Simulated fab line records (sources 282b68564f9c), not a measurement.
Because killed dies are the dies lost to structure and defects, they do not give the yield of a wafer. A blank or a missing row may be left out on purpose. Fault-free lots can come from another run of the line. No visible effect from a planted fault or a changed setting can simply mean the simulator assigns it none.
Which tool was responsible? | flow rit cmos | route of 202 steps, sampled at 1 step: 15 lots, 45 wafers

== WHAT EACH GAUGE READ, for each wafer ==
Not one reading of a measure or inspect step in the record can be checked against a usual standard deviation.

== TOOL THAT RAN EACH LOT (tool first, then ch and the chambers of the sampled wafers, then the start) ==
lot  | RIT_GATE_DEVELOP_15
L951 | litho track-01 ch 0, day 2 11:00
L953 | litho track-01 ch 0, day 2 22:00
L954 | litho track-04 ch 0, day 3 03:00
L956 | litho track-03, day 3 17:00
L957 | litho track-03, day 3 20:00
L958 | litho track-03, day 4 01:00
L959 | litho track-03 ch 0, day 4 08:00
L964 | litho track-04 ch 0, day 5 05:00
L967 | litho track-04 ch 0, day 6 03:00
L968 | litho track-03 ch 0, day 6 06:00
L969 | litho track-03 ch 0, day 6 07:00
L970 | litho track-01 ch 0, day 6 13:00
L971 | litho track-03 ch 0, day 6 21:00
L973 | litho track-01 ch 0, day 7 07:00
L974 | litho track-03 ch 0, day 7 12:00
- RIT_GATE_DEVELOP_15: develop time 50 s.

== WHAT THE TOOLS THEMSELVES READ (means of the sampled wafers that have a number; where no wafer has one, the mark that the record gives instead) ==
RIT_GATE_DEVELOP_15. Usual: 22.99 C for chill plate temp C, sd 0.11.
lot  | tool           | chill plate temp C (C) | flag
L951 | litho track-01 | 22.93                  |
L953 | litho track-01 | 23.03                  |
L954 | litho track-04 | 23.11                  |
L956 | litho track-03 | -                      | OFF
L957 | litho track-03 | -                      | OFF
L958 | litho track-03 | -                      | OFF
L959 | litho track-03 | 22.94                  |
L964 | litho track-04 | 22.93                  |
L967 | litho track-04 | 23.02                  |
L968 | litho track-03 | 22.93                  |
L969 | litho track-03 | 22.83                  |
L970 | litho track-01 | 22.97                  |
L971 | litho track-03 | 23.14                  |
L973 | litho track-01 | 23.05                  |
L974 | litho track-03 | 23.01                  |

== THE ANSWER, worked out from the rows above alone ==
Rule: lot off if the mean of its wafers having a number is beyond 3 standard deviations from the usual mean. Also off: a lot with no number at a reading for which 4 or more lots have one. All remaining lots with rows at the step are treated as sound. Order of review: gauges by route order, followed by the tools' own readings, for which a lot's mean as printed above is used. The first step at which some lot is off is used, and at that step the reading that is off furthest; a lot without a number counts as furthest.
Off, at RIT_GATE_DEVELOP_15 on chill plate temp C: L956, L957, L958. Without a number there: L956, L957, L958.
If a tool, at that step or one of the process steps before it, ran each lot that is off and ran no sound lot following the first of them, it fits. No candidate that was tried fits.

== WHAT THE SIMULATOR HAD PUT IN ==
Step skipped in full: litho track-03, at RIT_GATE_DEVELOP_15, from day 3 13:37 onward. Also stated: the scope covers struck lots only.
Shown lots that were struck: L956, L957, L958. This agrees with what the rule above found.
